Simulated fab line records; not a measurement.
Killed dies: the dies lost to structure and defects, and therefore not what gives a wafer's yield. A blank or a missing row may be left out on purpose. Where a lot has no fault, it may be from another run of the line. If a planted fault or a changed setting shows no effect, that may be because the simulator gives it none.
fab line records | flow rit-cmos
[record] lots = 5 wafers = 23
route steps=202 shown ACTIVE@4 NWELL@29 PWELL@47 NRETRO@54 PRETRO@72 GATE@84 NLDD@111
start-h: hours from the record's first day to the start of the lot's first wafer shown | wait-h: hours since the lot's step before | " the same as in the row above | L1.1+2: a row that stands for several wafers | - no value present, or no start provided | * or withheld: withheld | < > ~ a bound
route shown NAME@n: a module of which the file shows steps, and the number in the route of the first | usual: mean/standard deviation of fault-free wafers | same: alike in all rows | chamber/n: place in a boat | sites: readings site by site | _std_site: standard deviation of those values | _edge_site: outer sites' mean less inner sites' | radius-mm: for every site, how far away it sits from the centre of the wafer | mask NAME#n: copy n | behind: the tool/chamber that last shaped the wafer | hold: what put the lot on hold/how long, in hours/how the hold closed | device: which transistor (n, p or np) failed to switch | end of line: the same wafers' tests at the end of the route | a step without rows: its recipe alone | killed: dies that structure and defects cost at the first sort, which is not the same as the wafer's yield | map: a wafer's dies, marking killed ones x, the rest . and places with no die _
set.NAME: the setting that was run; set.NAME@STEP: the one run at that earlier step | model.NAME: the simulator's own value behind a step, which no gauge read
lots run with intentionally changed settings; tables by step, rows by wafer
[[steps]]
[step RIT_ACTIVE_CVD_03]
[recipe] material = Si3N4 target-thk-nm = 150 temp-c = 810 precursor = SiH2Cl2/NH3 time-s = 1500 pressure-mtorr = 300 sih2cl2-flow-sccm = 60 nh3-flow-sccm = 150
// columns lot.wafer tool chamber start-h wait-h set.temp-c model.Si3N4_of_ACTIVE_CVD_03.thk-nm
L076.1 - - - 0.1 810 150.3
L076.2 " - " " 810 150.4
L076.3 " - " " 810 150.6
L076.4 " - " " 810 151.5
L076.5 " - " " 810 150
L077.1 - - - 0.1 829.7 214.3
L077.3 " - " " 829.7 214.8
L077.4 " - " " 829.7 215.5
L077.5 " - " " 829.7 214.4
L077.6 " - " " 829.7 215.2
L080.2+6 - - - 0.0 831.3 216.8
L080.3 " - " " 831.3 217.6
L080.4 " - " " 831.3 217.5
L080.5 " - " " 831.3 217.3
L082.1 - - - 0.1 826.5 198.9
L082.2+6 " - " " 826.5 200.2
L082.3 " - " " 826.5 199.1
L082.5 " - " " 826.5 200.5
L085.1 lpcvd-01 1 67.21 0.1 810 149.4
L085.3 " 1 " " 810 148.1
L085.4 " 1 " " 810 149.5
[step RIT_ACTIVE_THK_MEAS_04]
[recipe] reads = Si3N4_of_ACTIVE_CVD_03
[usual] ACTIVE_NITRIDE_THK = 150.5/1.4
// columns lot.wafer tool chamber start-h wait-h set.temp-c@ACTIVE_CVD_03 ACTIVE_NITRIDE_THK[nm]
L076.1 film-metro-01 - - - 810 150.4
L076.2 " - " " 810 150.4
L076.3 " - " " 810 150.6
L076.4 " - " " 810 151.5
L076.5 " - " " 810 150.1
L077.1 film-metro-01 - - - 829.7 214.4
L077.3 " - " " 829.7 214.6
L077.4 " - " " 829.7 215.6
L077.5 " - " " 829.7 214.6
L077.6 " - " " 829.7 215.2
L080.2 film-metro-04 - - - 831.3 216.8
L080.3 " - " " 831.3 217.7
L080.4 " - " " 831.3 217.5
L080.5 " - " " 831.3 217.5
L080.6 " - " " 831.3 216.8
L082.1 film-metro-04 - - - 826.5 198.9
L082.2 " - " " 826.5 200.0
L082.3 " - " " 826.5 199.1
L082.5 " - " " 826.5 200.4
L082.6 " - " " 826.5 200.2
L085.1 film-metro-02 - 68.62 0.0 810 149.4
L085.3 " - " " 810 148.2
L085.4 " - " " 810 149.6
[step RIT_ACTIVE_DEVELOP_10]
[recipe] resist = NOVOLAK develop-time-s = 50 dev-temp-c = 23
// columns lot.wafer tool chamber start-h wait-h set.develop-time-s
L076.1+3+5 litho-track-02 0 - - 50
L076.2+4 " 0 " " 56.59
L077.1+6 litho-track-01 0 - - 47.66
L077.3+4+5 " 0 " " 50
L080.2+4+5 litho-track-04 0 - - 47.1
L080.3+6 " 0 " " 50
L082.1+2+3+5+6 litho-track-04 0 - - 50
L085.1+3+4 litho-track-02 0 - - 50
[step RIT_ACTIVE_CD_MEAS_11]
[recipe] target-cd-nm = 1400
[usual] cd-nm = 1400/3
// columns lot.wafer tool chamber start-h wait-h set.develop-time-s@ACTIVE_DEVELOP_10 cd-nm
L076.1 cd-sem-02 - 24.44 - 50 1392
L076.2 " - " " 56.59 1381
L076.3 " - " " 50 1393
L076.4 " - " " 56.59 1380
L076.5 " - " " 50 1394
L077.1 cd-sem-02 - 29.47 - 47.66 1405
L077.3 " - " " 50 1403
L077.4 " - " " 50 1408
L077.5 " - " " 50 1406
L077.6 " - " " 47.66 1409
L080.2 cd-sem-01 - 44.56 - 47.1 1405
L080.3 " - " " 50 1397
L080.4 " - " " 47.1 1403
L080.5 " - " " 47.1 1403
L080.6 " - " " 50 1401
L082.1 cd-sem-01 - 55.00 - 50 1400
L082.2 " - " " 50 1399
L082.3 " - " " 50 1400
L082.5 " - " " 50 1400
L082.6 " - " " 50 1400
L085.1 cd-sem-01 - 69.66 - 50 1398
L085.3 " - " " 50 1400
L085.4 " - " " 50 1398
[step RIT_ACTIVE_HARDBAKE_12]
[recipe] resist = NOVOLAK temp-c = 140 time-s = 60
[step RIT_ACTIVE_ETCH_13]
[recipe] stop-on = SiO2 chemistry = SF6 target = Si3N4 time-s = 210 over-etch-frac = 0.4 SF6_flow_sccm = 200 pressure-mtorr = 260 rf-w = 125 target-depth-a = 2100
[usual] oes-product-au = 0.821/0.014
// columns lot.wafer tool chamber start-h wait-h set.temp-c@ACTIVE_CVD_03 oes-product-au model.etch.depth-nm model.ACTIVE.feature-depth-nm
L076.1 rie-diel-04 3 24.71 0.1 810 0.824 150.3 150.3
L076.2 " 1 " " 810 0.826 150.4 152.2
L076.3 " 2 " " 810 0.833 - 152.9
L076.4 " 0 " " 810 0.799 - 153.7
L076.5 " 2 " " 810 0.823 - 152.3
L077.1 rie-diel-03 3 29.74 0.1 829.7 0.976 206.2 206.2
L077.3 " 1 " " 829.7 0.990 211.9 211.9
L077.4 " 2 " " 829.7 1.017 211.8 211.8
L077.5 " 2 " " 829.7 1.012 211.3 211.3
L077.6 " 1 " " 829.7 0.992 211.7 211.7
L080.2 rie-diel-04 3 44.81 0.1 831.3 1.018 214.1 214.1
L080.3 " 2 " " 831.3 1.022 217.6 217.9
L080.4 " 1 " " 831.3 1.024 217.5 218.2
L080.5 " 2 " " 831.3 1.015 217.3 218
L080.6 " 1 " " 831.3 1.020 216.8 217.2
L082.1 rie-diel-04 0 55.27 0.1 826.5 0.938 198.9 201.2
L082.2 " 1 " " 826.5 0.973 200.2 202
L082.3 " 2 " " 826.5 0.971 - 201.4
L082.5 " 0 " " 826.5 0.952 - 202.8
L082.6 " 1 " " 826.5 0.965 - 202
L085.1 rie-diel-04 3 69.93 0.1 810 0.823 149.4 149.4
L085.3 " 1 " " 810 0.821 148.1 150
L085.4 " 2 " " 810 0.831 149.5 151.8
[step RIT_ACTIVE_STRIP_14]
[recipe] chemistry = O2 time-s = 180 resist = NOVOLAK platen-temp-c = withheld power-w = 500 pressure-mtorr = 4000 o2-flow-sccm = 4000
[step RIT_ACTIVE_CD_MEAS_90]
[recipe] target-cd-nm = 1400
[usual] cd-nm = 1400/3
// columns lot.wafer tool chamber start-h wait-h set.develop-time-s@ACTIVE_DEVELOP_10 cd-nm
L076.1 cd-sem-01 - 25.02 0.1 50 1392
L076.2 " - " " 56.59 1381
L076.3 " - " " 50 1393
L076.4 " - " " 56.59 1380
L076.5 " - " " 50 1394
L077.1 cd-sem-01 - 30.05 0.1 47.66 1405
L077.3 " - " " 50 1403
L077.4 " - " " 50 1408
L077.5 " - " " 50 1406
L077.6 " - " " 47.66 1409
L080.2 cd-sem-01 - 45.14 0.1 47.1 1406
L080.3 " - " " 50 1397
L080.4 " - " " 47.1 1403
L080.5 " - " " 47.1 1403
L080.6 " - " " 50 1401
L082.1 cd-sem-02 - 55.58 0.1 50 1400
L082.2 " - " " 50 1399
L082.3 " - " " 50 1400
L082.5 " - " " 50 1401
L082.6 " - " " 50 1399
L085.1 cd-sem-02 - 70.24 0.1 50 1398
L085.3 " - " " 50 1400
L085.4 " - " " 50 1399
[step RIT_NWELL_COAT_01]
[recipe] resist = NOVOLAK spin-rpm = 2000 resist-thk-nm = 1300
// columns lot.wafer tool chamber start-h wait-h set.spin-rpm model.NOVOLAK_of_NWELL_COAT_01.thk-nm
L076.1 litho-track-02 0 29.51 0.1 1960 1311
L076.2 " 0 " " 2000 1302
L076.3 " 0 " " 2000 1299
L076.4 " 0 " " 1960 1310
L076.5 " 0 " " 2000 1298
L077.1 litho-track-03 0 35.40 0.1 1858 1346
L077.3 " 0 " " 1858 1341
L077.4 " 0 " " 2000 1296
L077.5 " 0 " " 2000 1300
L077.6 " 0 " " 1858 1345
L080.2 litho-track-02 0 51.93 0.1 2000 1306
L080.3+5 " 0 " " 2000 1300
L080.4 " 0 " " 2000 1302
L080.6 " 0 " " 2000 1299
L082.1 litho-track-02 0 60.91 0.1 2000 1297
L082.2 " 0 " " 2000 1294
L082.3+5+6 " 0 " " 2000 1293
L085.1 litho-track-03 0 75.20 0.1 2000 1306
L085.3 " 0 " " 2000 1302
L085.4 " 0 " " 2000 1300
[step RIT_NWELL_DEVELOP_05]
[recipe] resist = NOVOLAK develop-time-s = 68 dev-temp-c = 23
// columns lot.wafer tool chamber start-h wait-h set.develop-time-s
L076.1+2+3+4+5 litho-track-02 0 - - 68
L077.1+4+5 litho-track-02 0 - - 59.73
L077.3+6 " 0 " " 68
L080.2+3+4+5+6 litho-track-03 0 - - 68
L082.1+6 litho-track-02 0 - - 72.24
L082.2+3+5 " 0 " " 68
L085.1+3+4 litho-track-01 0 - - 68
[step RIT_NWELL_HARDBAKE_07]
[recipe] resist = NOVOLAK temp-c = 140 time-s = 120
// columns lot.wafer tool chamber start-h wait-h set.spin-rpm@NWELL_COAT_01 model.NOVOLAK_of_NWELL_COAT_01.thk-nm
L076.1+4 litho-track-02 0 30.27 0.0 1960 1146
L076.2 " 0 " " 2000 1138
L076.3 " 0 " " 2000 1136
L076.5 " 0 " " 2000 1135
L077.1+6 litho-track-01 0 36.29 0.0 1858 1176
L077.3 " 0 " " 1858 1172
L077.4 " 0 " " 2000 1134
L077.5 " 0 " " 2000 1137
L080.2 litho-track-03 0 52.84 0.1 2000 1142
L080.3+6 " 0 " " 2000 1136
L080.4 " 0 " " 2000 1138
L080.5 " 0 " " 2000 1137
L082.1 litho-track-03 0 61.80 0.0 2000 1134
L082.2 " 0 " " 2000 1132
L082.3+5+6 " 0 " " 2000 1131
L085.1 litho-track-03 0 76.09 0.0 2000 1142
L085.3 " 0 " " 2000 1139
L085.4 " 0 " " 2000 1137
[step RIT_PWELL_IMPLANT_08]
[recipe] species = B energy-kev = 170 dose-cm2 = 7e+13 tilt-deg = 7
// columns lot.wafer tool chamber start-h wait-h set.energy-kev model.implant.rp-nm model.implant.drp-nm
L076.1+2+3+4+5 implanter-04 0 32.20 0.2 170 478.5 102.9
L077.1+5 implanter-04 0 38.10 0.2 179.6 516.9 104.4
L077.3+4+6 " 0 " " 170 495.4 102.9
L080.2+3+6 implanter-03 0 54.63 0.2 170 490.4 102.9
L080.4+5 " 0 " " 165.6 480.9 102
L082.1+3+6 implanter-04 0 63.60 0.2 179.1 497.6 104.3
L082.2+5 " 0 " " 170 478 102.9
L085.1+3+4 implanter-04 0 77.89 0.2 170 481.7 102.9
[step RIT_NRETRO_COAT_01]
[recipe] resist = NOVOLAK spin-rpm = 2000 resist-thk-nm = 1300
// columns lot.wafer tool chamber start-h wait-h set.spin-rpm model.NOVOLAK_of_NRETRO_COAT_01.thk-nm
L076.1+5 litho-track-03 0 38.06 0.1 2000 1302
L076.2 " 0 " " 2000 1309
L076.3+4 " 0 " " 2000 1303
L077.1+4 litho-track-02 0 44.51 0.1 2000 1299
L077.3+5+6 " 0 " " 2000 1300
L080.2 litho-track-03 0 60.48 0.1 2000 1301
L080.3 " 0 " " 2000 1302
L080.4+6 " 0 " " 1915 1331
L080.5 " 0 " " 1915 1327
L082.1 litho-track-04 0 69.46 0.1 2000 1299
L082.2 " 0 " " 1912 1332
L082.3 " 0 " " 2000 1301
L082.5 " 0 " " 2000 1298
L082.6 " 0 " " 1912 1327
L085.1 litho-track-03 0 84.96 0.1 2000 1304
L085.3+4 " 0 " " 2000 1302
[step RIT_NRETRO_SOFTBAKE_02]
[recipe] resist = NOVOLAK temp-c = 90 time-s = 60
[step RIT_NRETRO_EXPOSE_03]
[recipe] mask-id = M4 na = 0.57 target-cd-nm = 43900 dose-mj = 250
[step RIT_NRETRO_DEVELOP_05]
[recipe] resist = NOVOLAK develop-time-s = 68 dev-temp-c = 23
[step RIT_NRETRO_HARDBAKE_07]
[recipe] resist = NOVOLAK temp-c = 140 time-s = 120
// columns lot.wafer tool chamber start-h wait-h set.spin-rpm@NRETRO_COAT_01 model.NOVOLAK_of_NRETRO_COAT_01.thk-nm
L076.1+3+5 litho-track-03 0 38.95 0.0 2000 1139
L076.2 " 0 " " 2000 1145
L076.4 " 0 " " 2000 1140
L077.1+4 litho-track-03 0 45.28 0.0 2000 1136
L077.3+5+6 " 0 " " 2000 1137
L080.2 litho-track-04 0 61.27 0.1 2000 1138
L080.3 " 0 " " 2000 1139
L080.4+6 " 0 " " 1915 1163
L080.5 " 0 " " 1915 1160
L082.1 litho-track-04 0 70.35 0.0 2000 1136
L082.2 " 0 " " 1912 1165
L082.3 " 0 " " 2000 1138
L082.5 " 0 " " 2000 1135
L082.6 " 0 " " 1912 1160
L085.1 litho-track-04 0 85.72 0.0 2000 1140
L085.3+4 " 0 " " 2000 1139
[step RIT_PRETRO_IMPLANT_08]
[recipe] species = B energy-kev = 45 dose-cm2 = 1.2e+13 tilt-deg = 7
// columns lot.wafer tool chamber start-h wait-h set.energy-kev model.implant.rp-nm model.implant.drp-nm
L076.1+5 implanter-01 0 40.75 0.2 45 146.6 55.07
L076.2+3+4 " 0 " " 47.24 153.5 56.67
L077.1+3+5 implanter-04 0 47.08 0.2 43.26 141.3 53.79
L077.4+6 " 0 " " 45 146.7 55.07
L080.2+3+4+5+6 implanter-03 0 63.05 0.2 45 145.4 55.07
L082.1+2+3+5+6 implanter-01 0 72.28 0.2 45 148.9 55.07
L085.1+3+4 implanter-01 0 87.77 0.2 45 144.1 55.07
[step RIT_GATE_CVD_08]
[recipe] material = poly-Si target-thk-nm = 250 temp-c = 610 precursor = SiH4 time-s = 2220 pressure-mtorr = 300 sih4-flow-sccm = 100
// columns lot.wafer tool chamber start-h wait-h set.pressure-mtorr model.poly-Si_of_GATE_CVD_08.thk-nm
L076.1 - - - 0.1 315.5 261.4
L076.2+3 " - " " 315.5 259.1
L076.4 " - " " 315.5 257.4
L076.5 " - " " 315.5 257.5
L077.1 - - - 0.1 280.3 243.5
L077.3 " - " " 280.3 241.4
L077.4+5 " - " " 280.3 244.1
L077.6 " - " " 280.3 244.3
L080.2 - - - 0.0 287.9 247.3
L080.3 " - " " 287.9 249.7
L080.4 " - " " 287.9 248
L080.5 " - " " 287.9 245.6
L080.6 " - " " 287.9 246.3
L082.1 - - - 0.1 271.8 234.9
L082.2 " - " " 271.8 236.3
L082.3 " - " " 271.8 236.1
L082.5 " - " " 271.8 235.5
L082.6 " - " " 271.8 234.1
L085.1 lpcvd-02 1 90.01 0.1 300 249
L085.3 " 1 " " 300 249.5
L085.4 " 1 " " 300 247
[step RIT_GATE_THK_MEAS_09]
[recipe] reads = poly-Si_of_GATE_CVD_08
[usual] GATE_POLY_THK = 250.4/2
// columns lot.wafer tool chamber start-h wait-h set.pressure-mtorr@GATE_CVD_08 GATE_POLY_THK[nm]
L076.1 film-metro-03 - - - 315.5 261.4
L076.2 " - " " 315.5 259.1
L076.3 " - " " 315.5 258.9
L076.4 " - " " 315.5 257.5
L076.5 " - " " 315.5 257.4
L077.1 film-metro-02 - - - 280.3 243.3
L077.3 " - " " 280.3 241.2
L077.4 " - " " 280.3 244.0
L077.5 " - " " 280.3 243.9
L077.6 " - " " 280.3 244.5
L080.2 film-metro-04 - - - 287.9 247.3
L080.3 " - " " 287.9 249.6
L080.4 " - " " 287.9 248.0
L080.5 " - " " 287.9 245.6
L080.6 " - " " 287.9 246.2
L082.1 film-metro-04 - - - 271.8 234.8
L082.2 " - " " 271.8 236.2
L082.3 " - " " 271.8 236.1
L082.5 " - " " 271.8 235.5
L082.6 " - " " 271.8 234.1
L085.1 film-metro-04 - 91.63 0.0 300 248.9
L085.3 " - " " 300 249.4
L085.4 " - " " 300 246.9
[step RIT_GATE_COAT_11]
[recipe] resist = NOVOLAK spin-rpm = 4250 resist-thk-nm = 850
// columns lot.wafer tool chamber start-h wait-h set.resist-thk-nm model.NOVOLAK_of_GATE_COAT_11.thk-nm
L076.1 litho-track-01 0 45.36 0.1 850 854.9
L076.2 " 0 " " 850 852.3
L076.3 " 0 " " 850 855.5
L076.4 " 0 " " 850 852.6
L076.5 " 0 " " 850 853.8
L077.1 litho-track-02 0 52.56 0.1 850 847.1
L077.3 " 0 " " 869.8 868.4
L077.4 " 0 " " 850 848.8
L077.5 " 0 " " 869.8 870.8
L077.6 " 0 " " 850 849.8
L080.2 litho-track-02 0 67.12 0.1 811.4 810.2
L080.3 " 0 " " 850 845.5
L080.4 " 0 " " 811.4 810.5
L080.5 " 0 " " 850 849.3
L080.6 " 0 " " 850 848.8
L082.1 litho-track-02 0 77.03 0.1 850 851.3
L082.2 " 0 " " 835.4 835
L082.3 " 0 " " 835.4 838.6
L082.5 " 0 " " 850 849.7
L082.6 " 0 " " 835.4 836.9
L085.1 litho-track-03 0 91.99 0.1 850 848
L085.3 " 0 " " 850 849.7
L085.4 " 0 " " 850 848.8
[step RIT_GATE_DEVELOP_15]
[recipe] resist = NOVOLAK develop-time-s = 50 dev-temp-c = 23
// columns lot.wafer tool chamber start-h wait-h set.develop-time-s
L076.1+2+5 litho-track-03 0 - - 56.95
L076.3+4 " 0 " " 50
L077.1+5+6 litho-track-03 0 - - 56.73
L077.3+4 " 0 " " 50
L080.2+5+6 litho-track-01 0 - - 50
L080.3+4 " 0 " " 52.35
L082.1+2 litho-track-01 0 - - 50
L082.3+5+6 " 0 " " 55.6
L085.1+3+4 litho-track-02 0 - - 50
[step RIT_GATE_HARDBAKE_18]
[recipe] resist = NOVOLAK temp-c = 140 time-s = 60
// columns lot.wafer tool chamber start-h wait-h set.resist-thk-nm@GATE_COAT_11 model.NOVOLAK_of_GATE_COAT_11.thk-nm
L076.1 litho-track-03 0 46.22 0.0 850 756.7
L076.2 " 0 " " 850 754.4
L076.3 " 0 " " 850 757.2
L076.4 " 0 " " 850 754.8
L076.5 " 0 " " 850 755.9
L077.1 litho-track-02 0 53.54 0.0 850 749.9
L077.3 " 0 " " 869.8 768.5
L077.4 " 0 " " 850 751.5
L077.5 " 0 " " 869.8 770.6
L077.6 " 0 " " 850 752.3
L080.2 litho-track-02 0 68.10 0.0 811.4 717.7
L080.3 " 0 " " 850 748.6
L080.4 " 0 " " 811.4 717.9
L080.5 " 0 " " 850 751.9
L080.6 " 0 " " 850 751.5
L082.1 litho-track-02 0 78.05 0.0 850 753.6
L082.2 " 0 " " 835.4 739.3
L082.3 " 0 " " 835.4 742.5
L082.5 " 0 " " 850 752.2
L082.6 " 0 " " 835.4 741
L085.1 litho-track-02 0 92.97 0.0 850 750.7
L085.3 " 0 " " 850 752.3
L085.4 " 0 " " 850 751.4
[step RIT_GATE_ETCH_19]
[recipe] chemistry = SF6/CHF3/O2 time-s = 165 SF6_flow_sccm = 30 CHF3_flow_sccm = 30 O2_flow_sccm = 5 target = poly-Si pressure-mtorr = 40 rf-w = 160 target-depth-a = 3125 over-etch-frac = 0.25 stop-on = SiO2
// columns lot.wafer tool chamber start-h wait-h set.rf-w set.pressure-mtorr@GATE_CVD_08 set.resist-thk-nm@GATE_COAT_11 set.develop-time-s@GATE_DEVELOP_15 model.GATE.cd-nm model.GATE.feature-depth-nm
L076.1 rie-si-02 3 46.37 0.1 160 315.5 850 56.95 128.3 261.4
L076.2 " 2 " " 160 315.5 850 56.95 127.1 259.1
L076.3 " 0 " " 160 315.5 850 50 148.8 259.1
L076.4 " 1 " " 160 315.5 850 50 147.5 257.4
L076.5 " 2 " " 160 315.5 850 56.95 - 257.5
L077.1 rie-si-01 1 53.69 0.1 160 280.3 850 56.73 - 243.5
L077.3 " 0 " " 152.7 280.3 869.8 50 152.4 241.4
L077.4 " 2 " " 160 280.3 850 50 147.9 244.1
L077.5 " 0 " " 160 280.3 869.8 56.73 - 244.1
L077.6 " 3 " " 152.7 280.3 850 56.73 - 244.3
L080.2 rie-si-02 3 68.23 0.1 160 287.9 811.4 50 143.8 247.3
L080.3 " 2 " " 160 287.9 850 52.35 142.1 249.7
L080.4 " 1 " " 160 287.9 811.4 52.35 138.9 248
L080.5 " 1 " " 160 287.9 850 50 150.3 245.6
L080.6 " 2 " " 160 287.9 850 50 152.8 246.3
L082.1 rie-si-02 3 78.20 0.1 160 271.8 850 50 149.2 234.9
L082.2 " 2 " " 160 271.8 835.4 50 145 236.3
L082.3 " 0 " " 160 271.8 835.4 55.6 - 236.1
L082.5 " 0 " " 160 271.8 850 55.6 - 235.5
L082.6 " 1 " " 160 271.8 835.4 55.6 - 234.1
L085.1 rie-si-01 2 93.12 0.1 160 300 850 50 149.2 249
L085.3 " 3 " " 160 300 850 50 150.8 249.5
L085.4 " 0 " " 160 300 850 50 150.5 247
[step RIT_NLDD_IMPLANT_08]
[recipe] species = P energy-kev = 20 dose-cm2 = 5e+14 tilt-deg = 7
// columns lot.wafer tool chamber start-h wait-h set.dose-cm2
L076.1+3 implanter-02 0 51.52 0.1 5e+14
L076.2+4+5 " 0 " " 4.785e+14
L077.1+3+4+5+6 implanter-01 0 58.24 0.1 5e+14
L080.2+6 implanter-01 0 74.30 0.1 4.85e+14
L080.3+4+5 " 0 " " 5e+14
L082.1+2+3+5+6 implanter-04 0 82.82 0.1 5e+14
L085.1+3+4 implanter-01 0 97.89 0.1 5e+14
[[key]]
[split] step = RIT_ACTIVE_CVD_03 setting = temp-c stated = 810 by = lot
[response] step = RIT_ACTIVE_CVD_03 reading = model.Si3N4_of_ACTIVE_CVD_03.thk-nm change = +25.8 per = 1% r = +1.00
[response] step = RIT_ACTIVE_THK_MEAS_04 reading = ACTIVE_NITRIDE_THK change = +25.8 per = 1% r = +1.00
[response] step = RIT_ACTIVE_ETCH_13 reading = oes-product-au change = +0.0726 per = 1% r = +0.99
[response] step = RIT_ACTIVE_ETCH_13 reading = model.etch.depth-nm change = +25.3 per = 1% r = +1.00
[response] step = RIT_ACTIVE_ETCH_13 reading = model.ACTIVE.feature-depth-nm change = +24.6 per = 1% r = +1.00
[split] step = RIT_ACTIVE_DEVELOP_10 setting = develop-time-s stated = 50 by = wafer
[response] step = RIT_ACTIVE_CD_MEAS_11 reading = cd-nm change = -0.858 per = 1% r = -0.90
[response] step = RIT_ACTIVE_CD_MEAS_90 reading = cd-nm change = -0.875 per = 1% r = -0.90
[split] step = RIT_NWELL_COAT_01 setting = spin-rpm stated = 2000 by = wafer
[response] step = RIT_NWELL_COAT_01 reading = model.NOVOLAK_of_NWELL_COAT_01.thk-nm change = -6.39 per = 1% r = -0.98
[response] step = RIT_NWELL_HARDBAKE_07 reading = model.NOVOLAK_of_NWELL_COAT_01.thk-nm change = -5.5 per = 1% r = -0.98
[split] step = RIT_NWELL_DEVELOP_05 setting = develop-time-s stated = 68 by = wafer
response none clear
[split] step = RIT_PWELL_IMPLANT_08 setting = energy-kev stated = 170 by = wafer
[response] step = RIT_PWELL_IMPLANT_08 reading = model.implant.rp-nm change = +3.73 per = 1% r = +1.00
[response] step = RIT_PWELL_IMPLANT_08 reading = model.implant.drp-nm change = +0.279 per = 1% r = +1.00
[split] step = RIT_NRETRO_COAT_01 setting = spin-rpm stated = 2000 by = wafer
[response] step = RIT_NRETRO_COAT_01 reading = model.NOVOLAK_of_NRETRO_COAT_01.thk-nm change = -6.76 per = 1% r = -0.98
[response] step = RIT_NRETRO_HARDBAKE_07 reading = model.NOVOLAK_of_NRETRO_COAT_01.thk-nm change = -5.82 per = 1% r = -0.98
[split] step = RIT_PRETRO_IMPLANT_08 setting = energy-kev stated = 45 by = wafer
[response] step = RIT_PRETRO_IMPLANT_08 reading = model.implant.rp-nm change = +1.39 per = 1% r = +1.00
[response] step = RIT_PRETRO_IMPLANT_08 reading = model.implant.drp-nm change = +0.325 per = 1% r = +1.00
[split] step = RIT_GATE_CVD_08 setting = pressure-mtorr stated = 300 by = lot
[response] step = RIT_GATE_CVD_08 reading = model.poly-Si_of_GATE_CVD_08.thk-nm change = +1.47 per = 1% r = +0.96
[response] step = RIT_GATE_THK_MEAS_09 reading = GATE_POLY_THK change = +1.47 per = 1% r = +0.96
[response] step = RIT_GATE_ETCH_19 reading = model.GATE.feature-depth-nm change = +1.47 per = 1% r = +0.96
[split] step = RIT_GATE_COAT_11 setting = resist-thk-nm stated = 850 by = wafer
[response] step = RIT_GATE_COAT_11 reading = model.NOVOLAK_of_GATE_COAT_11.thk-nm change = +8.36 per = 1% r = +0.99
[response] step = RIT_GATE_HARDBAKE_18 reading = model.NOVOLAK_of_GATE_COAT_11.thk-nm change = +7.33 per = 1% r = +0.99
[response] step = RIT_GATE_ETCH_19 reading = model.GATE.cd-nm slope = +1.41 per = 1% together-with = develop-time-s@GATE_DEVELOP_15 explained = 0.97
[split] step = RIT_GATE_DEVELOP_15 setting = develop-time-s stated = 50 by = wafer
[response] step = RIT_GATE_ETCH_19 reading = model.GATE.cd-nm change = -1.51 per = 1% r = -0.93
[split] step = RIT_GATE_ETCH_19 setting = rf-w stated = 160 by = wafer
response none clear
[split] step = RIT_NLDD_IMPLANT_08 setting = dose-cm2 stated = 5e+14 by = wafer
response none in this file
